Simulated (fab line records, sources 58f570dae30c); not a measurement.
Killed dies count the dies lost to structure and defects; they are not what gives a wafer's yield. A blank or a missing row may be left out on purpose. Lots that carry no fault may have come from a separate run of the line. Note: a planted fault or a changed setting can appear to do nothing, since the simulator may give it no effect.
Matching of chambers / flow berkeley-cmos170 / UCB170_V1_CMP_02 on cmp-02 has 4 sister chambers
The step polishes SiO2. 4 wafers are shown with their chamber, then 10 later ones without.

WAFERS PAIRED WITH THEIR CHAMBERS
wafer=L797.2; chamber=1; motor-current-A (A)=18.6
wafer=L800.6; chamber=3; motor-current-A (A)=15.6
wafer=L803.2; chamber=2; motor-current-A (A)=15.3
wafer=L803.4; chamber=0; motor-current-A (A)=15.9

WAFERS WITHOUT THEIR CHAMBER
wafer=L803.5; motor-current-A (A)=15.9
wafer=L804.3; motor-current-A (A)=15.9
wafer=L804.5; motor-current-A (A)=17.1
wafer=L804.6; motor-current-A (A)=15.3
wafer=L812.2; motor-current-A (A)=15.5
wafer=L812.4; motor-current-A (A)=18.5
wafer=L812.6; motor-current-A (A)=18.3
wafer=L815.2; motor-current-A (A)=15.6
wafer=L815.5; motor-current-A (A)=15.1
wafer=L815.6; motor-current-A (A)=14.9

THE CHAMBER EACH PASSED THROUGH
wafer=L803.5; from the rows above=can't be placed: 0 or 3 or 2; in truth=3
wafer=L804.3; from the rows above=can't be placed: 0 or 3 or 2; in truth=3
wafer=L804.5; from the rows above=can't be placed: 0 or 1 or 3 or 2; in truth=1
wafer=L804.6; from the rows above=can't be placed: 2 or 3 or 0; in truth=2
wafer=L812.2; from the rows above=can't be placed: 3 or 2 or 0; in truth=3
wafer=L812.4; from the rows above=1; in truth=1
wafer=L812.6; from the rows above=1; in truth=1
wafer=L815.2; from the rows above=can't be placed: 3 or 2 or 0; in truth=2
wafer=L815.5; from the rows above=can't be placed: 2 or 3 or 0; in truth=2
wafer=L815.6; from the rows above=can't be placed: 2 or 3 or 0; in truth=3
Placed correctly: 2 of 10. Unplaceable from these rows: 8, with the true chamber sitting among the candidates in 8. Number placed wrongly: 0.
How it was worked out, from the rows above alone: a wafer's distance from a chamber is the root of the sum, over the readings, of the square of ((its reading less the chamber's mean) divided by the reading's scatter). If the next closest chamber is less than 2 further off than the closest, the wafer can't be placed; otherwise it belongs to the closest. For every chamber, the mean is computed from those of its wafers that are shown. The scatter: with one shown wafer a chamber, the root of the mean of the squares of how far each hidden wafer lies from its nearest shown one.
